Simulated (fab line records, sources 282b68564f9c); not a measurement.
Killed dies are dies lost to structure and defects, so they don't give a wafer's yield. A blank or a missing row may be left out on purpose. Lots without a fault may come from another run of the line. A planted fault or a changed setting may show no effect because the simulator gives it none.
Which tool did it? | flow rit_cmos | 7 lots, 21 wafers sampled, at 2 steps of a route of 202

WHAT THE GAUGES READ, wafer by wafer
RIT_FOX2_THK_MEAS_91.
lot  | measured    | on            | FIELD_OXIDE_LEFT_2_THK (nm)
L468 | day 2 19:13 | film_metro-04 | 260 258 257
L470 | day 3 01:13 | film_metro-04 | 260 263 265
L476 | day 4 12:41 | film_metro-03 | 244 249 246
L478 | day 4 20:47 | film_metro-01 | 251 246 251
L484 | day 6 05:14 | film_metro-04 | 255 252 259
L487 | day 6 17:28 | film_metro-01 | 232 237 235
L490 | day 7 17:59 | film_metro-03 | 252 254 254

WHICH TOOL RAN EACH LOT (tool, then ch and the chambers of the sampled wafers, then the start)
lot  | RIT_GATE_CLEAN_04
L468 | wet_bench-03 ch 3, day 2 19:11
L470 | wet_bench-02 ch 1, day 3 01:10
L476 | wet_bench-03 ch 0, day 4 12:40
L478 | wet_bench-01 ch 3, day 4 20:44
L484 | wet_bench-02 ch 1, day 6 05:13
L487 | wet_bench-02 ch 3, day 6 17:27
L490 | wet_bench-01 ch 0, day 7 17:57
- RIT_GATE_CLEAN_04: cleans in dHF, time 60 s.

THE ANSWER, worked out from the rows above alone
Rule: what is usual is taken from the lots themselves. Put in order of their means at a reading, lots are off if they are a third of the lots or fewer, leave a main group of 4 or more, and stand apart from it by a gap of 3 or more times the standard deviation of the main group's means; of several such gaps the widest counts. A main group whose means are all the same, to the digits that the tables above print for the reading, isn't used. A lot without any number at a reading at which 4 lots or more have one is off too. The other lots that the step has rows for count as sound.
No lot is off at any reading shown: from this, nothing can be told.

WHAT THE SIMULATOR HAD PUT IN
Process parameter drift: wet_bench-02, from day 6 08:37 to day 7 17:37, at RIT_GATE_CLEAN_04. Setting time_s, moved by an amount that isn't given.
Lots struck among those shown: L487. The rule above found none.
